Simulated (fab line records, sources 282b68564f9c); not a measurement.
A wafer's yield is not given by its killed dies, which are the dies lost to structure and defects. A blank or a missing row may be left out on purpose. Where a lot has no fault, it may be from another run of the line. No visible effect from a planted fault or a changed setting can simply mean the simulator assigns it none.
fab line records	flow rit_cmos	part 2 of 2: steps 36 to 49 of 49
record: lots: 5	wafers: 15	last_day: 6
route steps=202 shown NLDD@105 PLDD@114 SPACER@125 NSD@131 PSD@142 SDANNEAL@153
lots with no fault: from the same line, run without faults
start_h: hours from the record's first day to the start of the lot's first wafer shown	wait_h: hours from the lot's prior step to this one	" the same as in the row above	L1.1+2: one row covering several wafers at once	- no value present, or no start provided	* or withheld: withheld	< > ~ a bound
route shown NAME@n: names a module that has steps shown in the file, with the first one's number in the route	usual: mean/standard deviation of fault-free wafers	same: alike in all rows	chamber/n: place in a boat	sites: readings site by site	_std_site: standard deviation across them	_edge_site: the outer-site mean with the inner-site mean subtracted	radius_mm: how far each site lies from the wafer's centre	mask NAME#n: copy n	behind: the most recent tool/chamber to have shaped the wafer	hold: what put the lot on hold/how long, in hours/how the hold closed	device: transistor that didn't switch, given as n, p or np	end of line: the tests these same wafers got at the end of their route	a step without rows: its recipe alone	killed: dies that structure and defects cost at the first sort, which is not the same as the wafer's yield	map: dies across one wafer; x = killed, . = not, _ = none there
set.NAME: the run value of the setting; set.NAME@STEP: its run value at that earlier step	model.NAME: the simulator's own value behind a step, which no gauge read
a table for each step, a row for each wafer; lots at some steps of the route
services: when a tool's chamber went out of use (start_h, in hours from the record's first day, below 0 if earlier), for how many hours, and the reason
== steps ==
step: RIT_NSD_STRIP_09
recipe: chemistry: O2	time_s: 180	resist: NOVOLAK	platen_temp_c: withheld	power_w: 500	pressure_mtorr: 4000	o2_flow_sccm: 4000
usual: drypump_motor_current_A: 5.7/0.3
lot.wafer	tool	chamber	start_h	wait_h	drypump_motor_current_A	rf_hours_counter_h
L078.3	plasma_asher-03	0	80.83	0.1	6.0	-
L078.4	"	1	"	"	5.9	-
L078.5	"	0	"	"	6.0	-
L086.1	plasma_asher-01	0	109.66	0.1	5.5	32
L086.2	"	1	"	"	5.0	32
L086.6	"	0	"	"	5.5	-
L088.3	plasma_asher-02	1	119.49	0.1	5.6	-
L088.4	"	0	"	"	5.5	-
L088.5	"	1	"	"	5.6	-
L089.4	plasma_asher-03	1	126.39	0.1	5.9	-
L089.5	"	1	"	"	5.9	-
L089.6	"	0	"	"	6.0	-
L090.1	plasma_asher-03	1	130.66	0.1	5.9	1
L090.4	"	1	"	"	5.9	-
L090.6	"	1	"	"	5.9	-
step: RIT_NSD_TW_MEAS_10
usual: NSD_TW: 3110/25
lot.wafer	tool	chamber	start_h	wait_h	NSD_TW
L078.3	film_metro-01	-	80.97	0.1	3131
L078.4	"	-	"	"	3104
L078.5	"	-	"	"	3102
L086.1	film_metro-01	-	109.84	0.1	3115
L086.2	"	-	"	"	3099
L086.6	"	-	"	"	3092
L088.3	film_metro-04	-	119.62	0.1	3087
L088.4	"	-	"	"	3094
L088.5	"	-	"	"	3076
L089.4	film_metro-03	-	126.53	0.1	3139
L089.5	"	-	"	"	3146
L089.6	"	-	"	"	3146
L090.1	film_metro-04	-	130.83	0.1	3100
L090.4	"	-	"	"	3089
L090.6	"	-	"	"	3089
step: RIT_PSD_HMDS_00
recipe: prime_time_s: 60	prime_temp_c: 140
lot.wafer	tool	chamber	start_h	wait_h
L078.3+4+5	litho_track-02	0	81.06	0.1
L086.1+2+6	litho_track-03	0	109.90	0.1
L088.3+4+5	litho_track-01	0	119.71	0.1
L089.4+5+6	litho_track-03	0	126.64	0.1
L090.1+4+6	litho_track-02	0	130.89	0.1
step: RIT_PSD_COAT_01
recipe: resist: NOVOLAK	spin_rpm: 3250	resist_thk_nm: 1000
usual: spin_speed_rpm: 3250.3/2.2
lot.wafer	tool	chamber	start_h	wait_h	spin_speed_rpm
L078.3	litho_track-02	0	81.21	0.1	3249.3
L078.4	"	0	"	"	3249.1
L078.5	"	0	"	"	3251.7
L086.1	litho_track-03	0	110.05	0.1	3250.4
L086.2	"	0	"	"	3254.6
L086.6	"	0	"	"	3249.8
L088.3	litho_track-01	0	119.86	0.1	3248.8
L088.4	"	0	"	"	3253.6
L088.5	"	0	"	"	3252.4
L089.4	litho_track-03	0	126.79	0.1	3250.8
L089.5	"	0	"	"	3248.3
L089.6	"	0	"	"	3244.8
L090.1	litho_track-02	0	131.04	0.1	3253.8
L090.4	"	0	"	"	3251.1
L090.6	"	0	"	"	3248.9
step: RIT_PSD_SOFTBAKE_02
recipe: resist: NOVOLAK	temp_c: 90	time_s: 60
lot.wafer	tool	chamber	start_h	wait_h
L078.3+4+5	litho_track-02	0	81.36	0.1
L086.1+2+6	litho_track-03	0	110.20	0.1
L088.3+4+5	litho_track-01	0	120.01	0.1
L089.4+5+6	litho_track-03	0	126.94	0.1
L090.1+4+6	litho_track-02	0	131.19	0.1
step: RIT_PSD_EXPOSE_03
recipe: mask_id: M10	na: 0.57	target_cd_nm: 40900	dose_mj: 250
lot.wafer	tool	chamber	start_h	wait_h	mask
L078.3+4+5	iline_stepper-01	0	81.50	0.1	M10#0
L086.1+2+6	iline_stepper-01	0	110.47	0.2	M10#0
L088.3+4+5	iline_stepper-01	0	120.28	0.2	M10#0
L089.4+5+6	iline_stepper-01	0	127.07	0.1	M10#0
L090.1+4+6	iline_stepper-01	0	131.34	0.1	M10#0
step: RIT_PSD_PEB_04
recipe: resist: NOVOLAK	temp_c: withheld	time_s: withheld
lot.wafer	tool	chamber	start_h	wait_h
L078.3+4+5	litho_track-03	0	81.65	0.1
L086.1+2+6	litho_track-01	0	110.59	0.1
L088.3+4+5	litho_track-02	0	120.41	0.1
L089.4+5+6	litho_track-02	0	127.21	0.1
L090.1+4+6	litho_track-03	0	131.46	0.1
step: RIT_PSD_DEVELOP_05
recipe: resist: NOVOLAK	develop_time_s: 50	dev_temp_c: 23
same: develop_time_s: 50
lot.wafer	tool	chamber	start_h	wait_h
L078.3+4+5	litho_track-03	0	-	-
L086.1+2+6	litho_track-01	0	-	-
L088.3+4+5	litho_track-02	0	-	-
L089.4+5+6	litho_track-02	0	-	-
L090.1+4+6	litho_track-03	0	-	-
step: RIT_PSD_OVL_MEAS_06
usual: PSD_OVL: 1.8/1.5
lot.wafer	tool	chamber	start_h	wait_h	PSD_OVL[nm]
L078.3	overlay-02	-	81.90	-	-0.1
L078.4	"	-	"	"	2.1
L078.5	"	-	"	"	2.2
L086.1	overlay-02	-	110.87	-	1.1
L086.2	"	-	"	"	-2.0
L086.6	"	-	"	"	1.3
L088.3	overlay-01	-	120.65	-	0.5
L088.4	"	-	"	"	0.5
L088.5	"	-	"	"	2.1
L089.4	overlay-02	-	127.43	-	1.1
L089.5	"	-	"	"	0.0
L089.6	"	-	"	"	4.0
L090.1	overlay-01	-	131.74	-	3.6
L090.4	"	-	"	"	2.5
L090.6	"	-	"	"	2.6
step: RIT_PSD_HARDBAKE_07
recipe: resist: NOVOLAK	temp_c: 140	time_s: 60
lot.wafer	tool	chamber	start_h	wait_h
L078.3+4+5	litho_track-03	0	81.97	0.1
L086.1+2+6	litho_track-03	0	110.95	0.1
L088.3+4+5	litho_track-02	0	120.72	0.1
L089.4+5+6	litho_track-03	0	127.53	0.1
L090.1+4+6	litho_track-03	0	131.78	0.0
step: RIT_PSD_IMPLANT_08
recipe: species: BF2	energy_kev: 27	dose_cm2: 5e+15	tilt_deg: 7
lot.wafer	tool	chamber	start_h	wait_h
L078.3+4+5	implanter-01	0	82.12	0.1
L086.1+2+6	implanter-03	0	111.10	0.1
L088.3+4+5	implanter-03	0	120.87	0.1
L089.4+5+6	implanter-01	0	127.68	0.1
L090.1+4+6	implanter-03	0	131.93	0.1
step: RIT_PSD_STRIP_09
recipe: chemistry: O2	time_s: 180	resist: NOVOLAK	platen_temp_c: withheld	power_w: 500	pressure_mtorr: 4000	o2_flow_sccm: 4000
usual: drypump_motor_current_A: 5.7/0.46
lot.wafer	tool	chamber	start_h	wait_h	drypump_motor_current_A	rf_hours_counter_h
L078.3	plasma_asher-03	1	82.28	0.1	5.9	-
L078.4	"	0	"	"	6.0	-
L078.5	"	1	"	"	5.9	-
L086.1	plasma_asher-04	0	111.25	0.1	6.1	47
L086.2	"	1	"	"	6.3	47
L086.6	"	1	"	"	6.3	-
L088.3	plasma_asher-03	0	121.03	0.1	6.0	-
L088.4	"	1	"	"	5.9	-
L088.5	"	0	"	"	6.0	-
L089.4	plasma_asher-03	0	127.81	0.1	6.0	-
L089.5	"	1	"	"	5.9	-
L089.6	"	0	"	"	6.0	-
L090.1	plasma_asher-04	1	132.08	0.1	6.3	49
L090.4	"	0	"	"	6.1	-
L090.6	"	0	"	"	6.1	-
step: RIT_PSD_TW_MEAS_10
usual: PSD_TW: 3420/32
lot.wafer	tool	chamber	start_h	wait_h	PSD_TW
L078.3	film_metro-01	-	82.41	0.1	3394
L078.4	"	-	"	"	3388
L078.5	"	-	"	"	3391
L086.1	film_metro-04	-	111.42	0.1	3367
L086.2	"	-	"	"	3376
L086.6	"	-	"	"	3369
L088.3	film_metro-01	-	121.17	0.1	3400
L088.4	"	-	"	"	3417
L088.5	"	-	"	"	3405
L089.4	film_metro-03	-	127.96	0.1	3469
L089.5	"	-	"	"	3459
L089.6	"	-	"	"	3447
L090.1	film_metro-03	-	132.25	0.1	3449
L090.4	"	-	"	"	3453
L090.6	"	-	"	"	3462
step: RIT_SDANNEAL_CLEAN_00
recipe: chemistry: SC1	mix: 3:3:50	time_s: 600	temp_c: 75
usual: temp_c: 74.99/0.1
lot.wafer	tool	chamber	start_h	wait_h	temp_c
L078.3	wet_bench-04	0	82.45	0.0	74.95
L078.4	"	0	"	"	74.98
L078.5	"	0	"	"	75.16
L086.1	wet_bench-02	1	111.48	0.1	75.09
L086.2	"	1	"	"	75.11
L086.6	"	1	"	"	75.04
L088.3	wet_bench-02	3	121.21	0.0	74.91
L088.4	"	3	"	"	74.88
L088.5	"	3	"	"	74.92
L089.4	wet_bench-04	0	127.99	0.0	74.86
L089.5	"	0	"	"	75.06
L089.6	"	0	"	"	74.95
L090.1	wet_bench-04	0	132.31	0.1	74.97
L090.4	"	0	"	"	74.97
L090.6	"	0	"	"	75.14
== services ==
tool	chamber	start_h	hours	kind
iline_stepper-01	0	51.18	-	calibration
implanter-01	-	53.73	1.6	repair
lpcvd-02	-	54.66	2.6	repair
plasma_asher-03	-	76.25	2.9	repair
iline_stepper-01	-	76.63	1.7	pm
plasma_asher-04	-	78.88	2.8	pm
implanter-01	-	82.24	0.7	repair
rie_diel-03	0	86.65	18.1	repair
implanter-02	-	104.09	5.3	repair
plasma_asher-03	-	108.75	9.0	pm
plasma_asher-03	0	108.75	9.0	vent_cycle
plasma_asher-03	1	108.75	9.0	vent_cycle
iline_stepper-02	-	110.73	1.7	repair
plasma_asher-03	-	116.03	0.7	repair
plasma_asher-03	0	117.75	-	clean
plasma_asher-03	1	117.75	-	clean
implanter-03	-	129.22	0.7	repair
